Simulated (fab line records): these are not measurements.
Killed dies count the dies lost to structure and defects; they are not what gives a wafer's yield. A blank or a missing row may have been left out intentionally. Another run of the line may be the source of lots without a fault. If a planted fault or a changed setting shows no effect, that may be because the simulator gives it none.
Matching of chambers | flow berkeley cmos170 | UCB170_V1_CMP_02 on cmp-02: 4 sister chambers
The step polishes SiO2. 8 wafers are shown with their chamber, then 7 later ones without.

WAFERS, EACH WITH ITS CHAMBER
wafer  | chamber | motor current A (A)
L773.6 | 1       | 15.6
L783.1 | 1       | 15.4
L783.5 | 2       | 17.1
L784.3 | 2       | 16.6
L784.4 | 0       | 15.1
L784.6 | 3       | 17.4
L786.1 | 3       | 17.0
L786.2 | 0       | 15.4

WAFERS WHOSE CHAMBER IS MISSING
wafer  | motor current A (A)
L786.3 | 16.0
L788.1 | 16.6
L788.2 | 16.0
L788.5 | 16.8
L791.3 | 16.7
L791.4 | 15.8
L791.6 | 17.6

WHICH CHAMBER EACH ONE RAN IN
wafer  | from the rows above          | in truth
L786.3 | can't be placed: 1 or 0 or 2 | 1
L788.1 | can't be placed: 2 or 3      | 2
L788.2 | can't be placed: 1 or 0 or 2 | 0
L788.5 | can't be placed: 2 or 3      | 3
L791.3 | can't be placed: 2 or 3      | 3
L791.4 | can't be placed: 1 or 0      | 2
L791.6 | can't be placed: 3 or 2      | 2
0 of 7 placed correctly. These rows do not allow placing 7 (true chamber among the candidates in 6). 0 placed wrongly.
How it was worked out, from the rows above alone: a wafer's distance from a chamber is the root of the sum, over the readings, of the square of ((its reading less the chamber's mean) divided by the reading's scatter). The wafer belongs to the nearest chamber; if the next one is less than 2 further off, it can't be placed. The mean given for a chamber averages the wafers shown for that chamber. How the scatter is found: for the shown wafers, subtract from each reading the mean of its chamber, square and add these, divide the total by (wafers less chambers), then take the root.
